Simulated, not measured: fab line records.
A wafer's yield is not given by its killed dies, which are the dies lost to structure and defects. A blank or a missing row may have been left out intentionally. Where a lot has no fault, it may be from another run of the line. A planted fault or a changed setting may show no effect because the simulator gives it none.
Which of the tools did it?	flow berkeley cmos170	42 wafers from 14 lots sampled at 5 of the route's 331 steps

WHAT THE GAUGES READ, wafer by wafer
UCB170_WELLDRIVE_THK_MEAS_02.
lot	measured	on	WELLDRIVE_OXIDE_THK (nm)
L938	day 3 09:43	film metro-04	193 195 199
L939	day 3 15:50	film metro-03	200 203 199
L941	day 4 03:45	film metro-02	198 199 197
L942	day 4 08:38	film metro-04	197 199 198
L943	day 4 14:14	film metro-04	201 203 206
L944	day 4 21:55	film metro-04	204 201 202
L947	day 5 07:29	film metro-02	195 192 194
L946	day 5 07:29	film metro-03	194 195 199
L953	day 6 19:40	film metro-02	194 197 196
L954	day 6 23:07	film metro-02	194 193 193
L955	day 6 23:07	film metro-03	195 196 197
L956	day 7 09:58	film metro-02	198 195 198
L957	day 7 09:58	film metro-03	203 203 205
L960	day 8 06:54	film metro-02	199 198 201

UCB170_GATE_THK_MEAS_02.
lot	measured	on	GATE_OXIDE_THK (nm)
L938	day 5 15:19	film metro-03	6.58 6.54 6.61
L939	day 6 04:26	film metro-03	6.37 6.44 6.40
L941	day 6 13:41	film metro-04	6.63 6.60 6.72
L942	day 6 13:40	film metro-03	6.46 6.43 6.32
L943	day 6 23:16	film metro-04	5.67 5.60 5.77
L944	day 6 23:16	film metro-02	5.41 5.49 5.50
L947	day 7 13:55	film metro-04	6.61 6.67 6.52
L946	day 7 13:55	film metro-02	6.44 6.28 6.43
L953	day 9 04:29	film metro-04	6.63 6.60 6.62
L954	day 9 04:34	film metro-04	6.33 6.28 6.33
L955	day 9 04:27	film metro-04	6.53 6.47 6.41
L956	day 9 11:41	film metro-04	6.55 6.42 6.37
L957	day 9 11:41	film metro-02	6.39 6.43 6.46
L960	day 10 13:15	film metro-02	6.53 6.63 6.63

WHICH TOOL RAN EACH LOT (tool, then ch and the chambers of the sampled wafers, then the start)
lot	UCB170_ACTIVE_ETCH_15	UCB170_ACTIVE_STRIP_16	UCB170_GATE_OXIDATION_01
L938	rie diel-02 ch 0,1, day 4 03:38	plasma asher-04 ch 0,1, day 4 03:44	furnace-02 ch 0, day 5 13:49
L939	rie diel-01 ch 1,2, day 4 12:55	plasma asher-03 ch 0,1, day 4 13:01	furnace-02 ch 0, day 6 02:56
L941	rie diel-01 ch 0,2,3, day 4 21:23	plasma asher-02 ch 0,1, day 4 21:31	furnace-01 ch 0, day 6 12:10
L942	rie diel-02 ch 0,2,3, day 4 21:38	plasma asher-02 ch 0,1, day 4 21:44	furnace-01 ch 0, day 6 12:10
L943	rie diel-01 ch 0,2,3, day 5 12:10	plasma asher-04 ch 0,1, day 5 12:16	furnace-01 ch 0, day 6 21:46
L944	rie diel-04 ch 0,3, day 5 12:24	plasma asher-03 ch 0,1, day 5 12:30	furnace-01 ch 0, day 6 21:46
L947	rie diel-04 ch 0,1,2, day 6 02:50	plasma asher-02 ch 0,1, day 6 02:56	furnace-04 ch 0, day 7 12:25
L946	rie diel-01 ch 0,2, day 6 02:59	plasma asher-04 ch 0, day 6 03:05	furnace-04 ch 0, day 7 12:25
L953	rie diel-04 ch 1,3, day 7 14:10	plasma asher-03 ch 1, day 7 14:16	furnace-02 ch 0, day 9 02:56
L954	rie diel-01 ch 0,1,3, day 7 13:41	plasma asher-04 ch 0,1, day 7 13:49	furnace-02 ch 0, day 9 02:56
L955	rie diel-02 ch 0,2, day 7 13:58	plasma asher-02 ch 0,1, day 7 14:06	furnace-02 ch 0, day 9 02:56
L956	rie diel-04 ch 0,1,3, day 8 00:44	plasma asher-03 ch 0,1, day 8 00:50	furnace-02 ch 0, day 9 10:11
L957	rie diel-02 ch 0,3, day 8 01:02	plasma asher-04 ch 0,1, day 8 01:11	furnace-02 ch 0, day 9 10:11
L960	rie diel-04 ch 0,2,3, day 8 22:04	plasma asher-04 ch 0,1, day 8 22:10	furnace-02 ch 0, day 10 11:44
- UCB170_ACTIVE_ETCH_15: etches Si3N4 in CH3F/Ar/O2, stops on SiO2, target depth 242 nm, time 151 s.
- UCB170_ACTIVE_STRIP_16: strips in O2.
- UCB170_GATE_OXIDATION_01: target thk 6.6 nm, ox time 1800 s.

AS READ BY THE TOOLS THEMSELVES (means over the sampled wafers that have a number; for cases with no such wafer, the mark the record gives instead)
UCB170_ACTIVE_ETCH_15.
lot	tool	drypump motor current A (A)	mfc ar sccm (sccm)	oes product au (a.u.)	throttle valve pct (%)
L938	rie diel-02	5.4	49.97	0.952	8.05
L939	rie diel-01	5.0	50.03	0.944	8.09
L941	rie diel-01	5.5	49.75	0.951	7.98
L942	rie diel-02	5.7	50.00	0.937	8.07
L943	rie diel-01	5.5	50.02	0.950	8.00
L944	rie diel-04	5.1	49.90	0.950	8.09
L947	rie diel-04	5.2	49.98	0.934	7.98
L946	rie diel-01	5.5	49.99	0.950	8.09
L953	rie diel-04	5.2	49.95	0.939	8.10
L954	rie diel-01	5.6	50.06	0.939	7.98
L955	rie diel-02	5.8	49.96	0.924	8.04
L956	rie diel-04	5.1	49.98	0.946	8.06
L957	rie diel-02	5.7	49.77	0.951	8.11
L960	rie diel-04	5.3	49.94	0.944	8.01

UCB170_ACTIVE_STRIP_16.
lot	tool	drypump motor current A (A)	oes product au (a.u.)	strip time to endpoint s (s)
L938	plasma asher-04	6.2	0.720	18.19
L939	plasma asher-03	5.4	0.718	18.21
L941	plasma asher-02	5.3	0.724	18.29
L942	plasma asher-02	5.3	0.722	18.40
L943	plasma asher-04	6.1	0.722	18.28
L944	plasma asher-03	5.4	0.722	18.26
L947	plasma asher-02	5.3	0.718	18.30
L946	plasma asher-04	6.3	0.716	18.31
L953	plasma asher-03	5.1	0.725	18.24
L954	plasma asher-04	6.2	0.718	18.26
L955	plasma asher-02	5.3	0.721	18.26
L956	plasma asher-03	5.4	0.722	18.31
L957	plasma asher-04	6.2	0.723	18.33
L960	plasma asher-04	6.2	0.721	18.19

UCB170_GATE_OXIDATION_01.
lot	tool	spike tc centre C (C)	spike tc load C (C)	spike tc source C (C)	tube center temp C (C)	tube_center_temp_C_max
L938	furnace-02	852.8	876.6	867	850.00	852.3
L939	furnace-02	852.6	876.2	868	850.09	851.9
L941	furnace-01	852.5	872.6	875	849.96	852.0
L942	furnace-01	853.3	872.6	876	849.97	852.4
L943	furnace-01	839.1	859.2	860	835.93	837.8
L944	furnace-01	838.7	859.4	860	835.93	838.0
L947	furnace-04	853.1	875.9	874	850.00	852.8
L946	furnace-04	853.2	875.1	872	850.02	852.3
L953	furnace-02	853.4	875.5	868	849.95	852.3
L954	furnace-02	852.9	875.3	866	850.07	852.1
L955	furnace-02	853.6	875.7	868	850.11	852.4
L956	furnace-02	853.1	876.3	868	850.01	852.1
L957	furnace-02	852.6	876.2	868	849.95	852.1
L960	furnace-02	853.3	875.4	868	850.07	852.0

THE ANSWER, worked out from the rows above alone
Rule: the lots themselves supply what counts as usual. Put in order of their means at a reading, lots are off if they are a third of the lots or fewer, leave a main group of 4 or more, and stand apart from it by a gap of 3 or more times the standard deviation of the main group's means; of several such gaps the widest counts. Not used: any main group whose means are identical at the precision the tables above print for the reading. Also off: a lot with no number at a reading for which 4 or more lots have one. All remaining lots with rows at the step are treated as sound. After the gauges, taken in route order, come the tools' own readings; for these a lot's mean is taken, as printed above. The first step at which some lot is off is used, and at that step the reading that is off furthest; a lot without a number counts as furthest.
Off: at UCB170_GATE_THK_MEAS_02 (GATE_OXIDE_THK), L943, L944. Mean 6.49 nm and standard deviation 0.11 in the main group.
If a tool, at a process step before that reading, ran all the lots that are off and no sound lot after the first of them, it fits. The gauges at UCB170_GATE_THK_MEAS_02 aren't tried: what is off there is off at UCB170_GATE_OXIDATION_01 too, on other tools, and a gauge's error can't cause that. One fits: furnace-01 at UCB170_GATE_OXIDATION_01. A fault onset in the window from L941 (day 6 12:10, its last sound lot) to L943 (day 6 21:46, its first lot off) fits.
The tool's own readings at UCB170_GATE_OXIDATION_01 bear it out: on the lots that are off they differ by more than 5 times the standard deviation of the sound lots' means. spike tc centre C reads 838.9 C there against 853.0 C on the sound lots; spike tc load C reads 859.3 C there against 875.3 C on the sound lots; tube center temp C reads 835.93 C there against 850.02 C on the sound lots; tube_center_temp_C_max reads 837.9 there against 852.2 on the sound lots.

WHAT THE SIMULATOR HAD INSERTED
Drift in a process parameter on furnace-01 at UCB170_GATE_OXIDATION_01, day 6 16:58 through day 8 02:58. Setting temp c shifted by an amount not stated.
Shown lots that were struck: L943, L944. The rule above found the same.
